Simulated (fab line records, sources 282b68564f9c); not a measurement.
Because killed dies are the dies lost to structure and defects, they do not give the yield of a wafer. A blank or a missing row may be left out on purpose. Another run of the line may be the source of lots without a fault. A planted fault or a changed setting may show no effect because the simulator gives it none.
Lot-split experiment ; flow rit cmos ; 5 lots, 23 wafers read, on a route of 202 steps

== ON THE SPLIT ==
At RIT_ACTIVE_CVD_03 (deposits Si3N4 from SiH2Cl2/NH3, target thk 150 nm, time 1500 s), the setting time s was moved away from the recipe's 1500 s on 20 of the 23 wafers read, by -10.2% to +14.2%. This setting was run at the recipe's value on the other wafers.

There is no step in the file separating the split from the reading.

== THE READING ==
Values of ACTIVE_NITRIDE_THK in nm from RIT_ACTIVE_THK_MEAS_04. Fault-free wafers of this fab line usually give 149.8 nm, standard deviation 1.6 nm.

wafer;tool, chamber at the split;time s as run, s;against the recipe;ACTIVE_NITRIDE_THK, nm;against lot-mates on the recipe
L080.1;-, -;1440;-4.0%;142.5;no lot-mate on the recipe
L080.2;-, -;1440;-4.0%;141.8;no lot-mate on the recipe
L080.3;-, -;1440;-4.0%;142.5;no lot-mate on the recipe
L080.4;-, -;1440;-4.0%;142.2;no lot-mate on the recipe
L080.6;-, -;1440;-4.0%;141.5;no lot-mate on the recipe
L081.1;-, -;1713;+14.2%;170.9;no lot-mate on the recipe
L081.2;-, -;1713;+14.2%;171.6;no lot-mate on the recipe
L081.3;-, -;1713;+14.2%;170.6;no lot-mate on the recipe
L081.4;-, -;1713;+14.2%;170.5;no lot-mate on the recipe
L081.5;-, -;1713;+14.2%;170.8;no lot-mate on the recipe
L083.1;-, -;1347;-10.2%;133.6;no lot-mate on the recipe
L083.2;-, -;1347;-10.2%;134.3;no lot-mate on the recipe
L083.4;-, -;1347;-10.2%;134.9;no lot-mate on the recipe
L083.5;-, -;1347;-10.2%;134.1;no lot-mate on the recipe
L083.6;-, -;1347;-10.2%;134.1;no lot-mate on the recipe
L084.3;lpcvd-02, 0;1500;recipe;150.1;-
L084.4;lpcvd-02, 0;1500;recipe;150.8;-
L084.6;lpcvd-02, 0;1500;recipe;152.5;-
L085.2;-, -;1594;+6.3%;160.1;no lot-mate on the recipe
L085.3;-, -;1594;+6.3%;160.4;no lot-mate on the recipe
L085.4;-, -;1594;+6.3%;159.6;no lot-mate on the recipe
L085.5;-, -;1594;+6.3%;160.8;no lot-mate on the recipe
L085.6;-, -;1594;+6.3%;160.3;no lot-mate on the recipe

THE FIT
A straight line over all 23 wafers: ACTIVE_NITRIDE_THK changes by +1.54 nm for each +1% of time s; r = +1.00; the points scatter about the line by 1.2 nm.
Too few moved wafers with a lot-mate on the recipe to fit a line net of each lot's own level.

== THE WHOLE CHAIN: every reading that the file lists as answering this split, in the file's order ==
step;what it does;reading;change (the file's fit);r (the file's)
RIT_ACTIVE_CVD_03;deposits Si3N4 from SiH2Cl2/NH3, target thk 150 nm, time 1500 s;Si3N4_of_ACTIVE_CVD_03.thk nm (the simulator's own value, which no gauge read);+1.53 nm for each +1% of the setting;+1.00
RIT_ACTIVE_THK_MEAS_04;;ACTIVE_NITRIDE_THK;+1.54 for each +1% of the setting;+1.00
RIT_ACTIVE_ETCH_13;etches Si3N4 in SF6, stops on SiO2, time 210 s, target depth 210 nm;ACTIVE.feature depth nm (the simulator's own value, which no gauge read);+1.7 nm for each +1% of the setting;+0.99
RIT_ACTIVE_ETCH_13;etches Si3N4 in SF6, stops on SiO2, time 210 s, target depth 210 nm;etch.depth nm (the simulator's own value, which no gauge read);+1.53 nm for each +1% of the setting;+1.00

== THE FILE'S OWN FIT ==
ACTIVE_NITRIDE_THK changes by +1.54 nm for each +1% of time s, r = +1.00.
